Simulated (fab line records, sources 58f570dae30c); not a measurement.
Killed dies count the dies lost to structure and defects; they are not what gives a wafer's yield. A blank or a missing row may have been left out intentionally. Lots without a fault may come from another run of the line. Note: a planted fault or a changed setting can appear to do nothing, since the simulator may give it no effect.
Which tool was responsible? | flow berkeley-cmos170 | 42 wafers from 14 lots sampled at 6 of the route's 331 steps

== WHAT THE GAUGES SHOWED, per wafer ==
UCB170_M1_RS_MEAS_01: measures by four-point-probe.
lot  | measured     | on            | M1_AL_RS (ohm/sq)
L621 | day 7 18:11  | film-metro-01 | 0.0483 0.0469 0.0473
L620 | day 7 20:05  | film-metro-04 | 0.0483 0.0479 0.0482
L623 | day 7 23:52  | film-metro-02 | 0.0492 0.0493 0.0498
L624 | day 8 00:06  | film-metro-01 | 0.0476 0.0488 0.0495
L626 | day 8 17:28  | film-metro-04 | 0.0488 0.0485 0.0485
L627 | day 8 23:40  | film-metro-04 | 0.0481 0.0482 0.0481
L628 | day 8 23:54  | film-metro-02 | 0.0488 0.0467 0.0475
L629 | day 9 11:39  | film-metro-01 | 0.0486 0.0487 0.0489
L632 | day 9 23:30  | film-metro-04 | 0.0483 0.0485 0.0487
L635 | day 10 23:11 | film-metro-02 | 0.0497 0.0488 0.0491
L639 | day 11 14:46 | film-metro-01 | 0.0487 0.0483 0.0485
L640 | day 11 15:47 | film-metro-04 | 0.0484 0.0493 0.0482
L641 | day 12 00:58 | film-metro-02 | 0.0491 0.0483 0.0485
L642 | day 12 02:13 | film-metro-01 | 0.0475 0.0484 0.0478

UCB170_M2_RS_MEAS_02: measures by four-point-probe.
lot  | measured     | on            | M2_AL_RS (ohm/sq)
L621 | day 8 01:53  | film-metro-03 | 0.0328 0.0323 0.0324
L620 | day 8 03:41  | film-metro-04 | 0.0327 0.0321 0.0325
L623 | day 8 08:40  | film-metro-03 | 0.0319 0.0311 0.0317
L624 | day 8 08:53  | film-metro-04 | 0.0322 0.0320 0.0323
L626 | day 9 03:15  | film-metro-03 | 0.0318 0.0317 0.0318
L627 | day 9 07:25  | film-metro-04 | 0.0324 0.0323 0.0326
L628 | day 9 07:43  | film-metro-01 | 0.0325 0.0323 0.0325
L629 | day 9 22:28  | film-metro-03 | 0.0320 0.0321 0.0324
L632 | day 10 09:54 | film-metro-04 | 0.0321 0.0321 0.0320
L635 | day 11 07:10 | film-metro-01 | 0.0392 0.0324 0.0329
L639 | day 12 01:40 | film-metro-04 | 0.0318 0.0387 0.0320
L640 | day 12 01:08 | film-metro-03 | 0.0321 0.0314 0.0321
L641 | day 12 09:01 | film-metro-01 | 0.0316 0.0317 0.0321
L642 | day 12 11:46 | film-metro-03 | 0.0324 0.0322 0.0320

UCB170_M2_THK_MEAS_03: measures by xrf.
lot  | measured     | on            | M2_AL_THK (nm)
L621 | day 8 02:00  | film-metro-03 | 885 897 894
L620 | day 8 03:47  | film-metro-04 | 885 908 888
L623 | day 8 08:47  | film-metro-03 | 907 932 918
L624 | day 8 08:59  | film-metro-04 | 898 906 900
L626 | day 9 03:22  | film-metro-03 | 904 914 907
L627 | day 9 07:32  | film-metro-04 | 894 893 891
L628 | day 9 07:49  | film-metro-01 | 889 897 892
L629 | day 9 22:35  | film-metro-03 | 899 896 891
L632 | day 10 10:01 | film-metro-04 | 900 894 898
L635 | day 11 07:17 | film-metro-01 | 747 902 889
L639 | day 12 01:47 | film-metro-04 | 908 748 898
L640 | day 12 01:14 | film-metro-03 | 900 916 891
L641 | day 12 09:08 | film-metro-01 | 925 921 910
L642 | day 12 11:53 | film-metro-03 | 892 894 901

== TOOL THAT RAN EACH LOT (tool first, then ch and the chambers of the sampled wafers, then the start) ==
lot  | UCB170_CONTACT_ETCH_18                        | UCB170_M1_SPUTTER_00         | UCB170_M2_SPUTTER_01
L621 | rie-diel-01 ch 0,2, day 7 18:07 or earlier    | pvd-sputter-03, day 7 18:07  | pvd-sputter-01, day 8 01:47
L620 | rie-diel-04 ch 1,2,3, day 7 19:59 or earlier  | pvd-sputter-04, day 7 19:59  | pvd-sputter-02, day 8 03:34
L623 | rie-diel-01 ch 0,1,2, day 7 23:49 or earlier  | pvd-sputter-01, day 7 23:49  | pvd-sputter-04, day 8 08:35
L624 | rie-diel-04 ch 0,2,3, day 8 00:00 or earlier  | pvd-sputter-03, day 8 00:00  | pvd-sputter-01, day 8 08:46
L626 | rie-diel-04 ch 1,2, day 8 17:23 or earlier    | pvd-sputter-04, day 8 17:23  | pvd-sputter-01, day 9 03:10
L627 | rie-diel-01 ch 0,2,3, day 8 23:37 or earlier  | pvd-sputter-04, day 8 23:37  | pvd-sputter-02, day 9 07:20
L628 | rie-diel-04 ch 1,2, day 8 23:49 or earlier    | pvd-sputter-03, day 8 23:49  | pvd-sputter-01, day 9 07:37
L629 | rie-diel-01 ch 0,1,2, day 9 11:35 or earlier  | pvd-sputter-04, day 9 11:35  | pvd-sputter-02, day 9 22:23
L632 | rie-diel-01 ch 0,2,3, day 9 23:26 or earlier  | pvd-sputter-04, day 9 23:26  | pvd-sputter-01, day 10 09:49
L635 | rie-diel-04 ch 1,2,3, day 10 23:07 or earlier | pvd-sputter-03, day 10 23:07 | pvd-sputter-01, day 11 07:05
L639 | rie-diel-04 ch 0,1,3, day 11 14:43 or earlier | pvd-sputter-03, day 11 14:43 | pvd-sputter-01, day 12 01:35
L640 | rie-diel-01 ch 0,2,3, day 11 15:43 or earlier | pvd-sputter-01, day 11 15:43 | pvd-sputter-02, day 12 01:02
L641 | rie-diel-04 ch 0,2, day 12 00:54 or earlier   | pvd-sputter-01, day 12 00:54 | pvd-sputter-04, day 12 08:56
L642 | rie-diel-01 ch 0,2,3, day 12 02:09 or earlier | pvd-sputter-03, day 12 02:09 | pvd-sputter-02, day 12 11:41
- UCB170_CONTACT_ETCH_18: etches PSG in CHF3/CF4/Ar, stops on TiSi2, target depth 840 nm, time 195 s.
- UCB170_M1_SPUTTER_00: material Al, target thk 600 nm, time 80 s.
- UCB170_M2_SPUTTER_01: material Al, target thk 900 nm, time 120 s.

== AS READ BY THE TOOLS THEMSELVES (means over the sampled wafers that have a number; for cases with no such wafer, the mark the record gives instead) ==
UCB170_CONTACT_ETCH_18.
lot  | tool        | drypump-motor-current-A (A) | oes-product-au (a.u.) | rf-fwd-power-W (W) | throttle-valve-pct (%)
L621 | rie-diel-01 | 4.9                         | 0.893                 | 696.8              | 6.97
L620 | rie-diel-04 | 5.6                         | 0.879                 | 695.6              | 6.99
L623 | rie-diel-01 | 5.1                         | 0.901                 | 697.8              | 7.00
L624 | rie-diel-04 | 5.7                         | 0.884                 | 698.9              | 6.97
L626 | rie-diel-04 | 5.7                         | 0.879                 | 696.6              | 6.91
L627 | rie-diel-01 | 5.0                         | 0.889                 | 698.4              | 6.92
L628 | rie-diel-04 | 5.7                         | 0.882                 | 697.2              | 6.91
L629 | rie-diel-01 | 5.1                         | 0.900                 | 697.5              | 7.01
L632 | rie-diel-01 | 5.0                         | 0.898                 | 694.1              | 6.93
L635 | rie-diel-04 | 5.6                         | 0.878                 | 697.7              | 6.99
L639 | rie-diel-04 | 5.8                         | 0.867                 | 697.2              | 7.00
L640 | rie-diel-01 | 5.0                         | 0.898                 | 698.5              | 6.94
L641 | rie-diel-04 | 6.1                         | 0.872                 | 696.7              | 6.90
L642 | rie-diel-01 | 5.0                         | 0.881                 | 698.0              | 6.92

UCB170_M1_SPUTTER_00.
lot  | tool           | throttle-valve-pct (%)
L621 | pvd-sputter-03 | 29.7
L620 | pvd-sputter-04 | 30.8
L623 | pvd-sputter-01 | 30.9
L624 | pvd-sputter-03 | 29.5
L626 | pvd-sputter-04 | 30.7
L627 | pvd-sputter-04 | 30.5
L628 | pvd-sputter-03 | 29.6
L629 | pvd-sputter-04 | 30.8
L632 | pvd-sputter-04 | 30.6
L635 | pvd-sputter-03 | 30.0
L639 | pvd-sputter-03 | 29.8
L640 | pvd-sputter-01 | 30.9
L641 | pvd-sputter-01 | 30.2
L642 | pvd-sputter-03 | 30.4

UCB170_M2_SPUTTER_01.
lot  | tool           | throttle-valve-pct (%)
L621 | pvd-sputter-01 | 30.2
L620 | pvd-sputter-02 | 31.3
L623 | pvd-sputter-04 | 30.7
L624 | pvd-sputter-01 | 30.3
L626 | pvd-sputter-01 | 30.8
L627 | pvd-sputter-02 | 31.0
L628 | pvd-sputter-01 | 30.0
L629 | pvd-sputter-02 | 30.3
L632 | pvd-sputter-01 | 30.9
L635 | pvd-sputter-01 | 30.8
L639 | pvd-sputter-01 | 30.2
L640 | pvd-sputter-02 | 31.0
L641 | pvd-sputter-04 | 30.5
L642 | pvd-sputter-02 | 31.0

== THE ANSWER, worked out from the rows above alone ==
Rule: the usual values come from the lots themselves. Put in order of their means at a reading, lots are off if they are a third of the lots or fewer, leave a main group of 4 or more, and stand apart from it by a gap of 3 or more times the standard deviation of the main group's means; of several such gaps the widest counts. A main group is skipped when, at the precision printed for the reading in the tables above, its means are all equal. A lot without any number at a reading at which 4 lots or more have one is off too. The other lots that the step has rows for count as sound. The gauges are gone through in route order, then the tools' own readings, and for those a lot's mean is taken as printed above. The first step at which some lot is off is used, and at that step the reading that is off furthest; a lot without a number counts as furthest.
Off: L635, L639, seen at UCB170_M2_RS_MEAS_02 (M2_AL_RS). The main group has a mean of 0.0321 ohm/sq with a standard deviation of 0.0003.
A tool fits if, at a process step before that reading, it ran every lot that is off, and no sound lot after the first of them. Gauges at UCB170_M2_RS_MEAS_02: tried the same way as those tools. Because UCB170_CONTACT_ETCH_18 lacks a start for some lots, the hours and order of its lots are taken from UCB170_M1_SPUTTER_00. One fits: UCB170_M2_SPUTTER_01 on pvd-sputter-01. A fault onset in the window from L632 (day 10 09:49, its last sound lot) to L635 (day 11 07:05, its first lot off) fits.

== WHAT THE SIMULATOR HAD INSERTED ==
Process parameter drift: pvd-sputter-01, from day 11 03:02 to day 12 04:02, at UCB170_M2_SPUTTER_01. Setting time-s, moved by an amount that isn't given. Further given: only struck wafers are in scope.
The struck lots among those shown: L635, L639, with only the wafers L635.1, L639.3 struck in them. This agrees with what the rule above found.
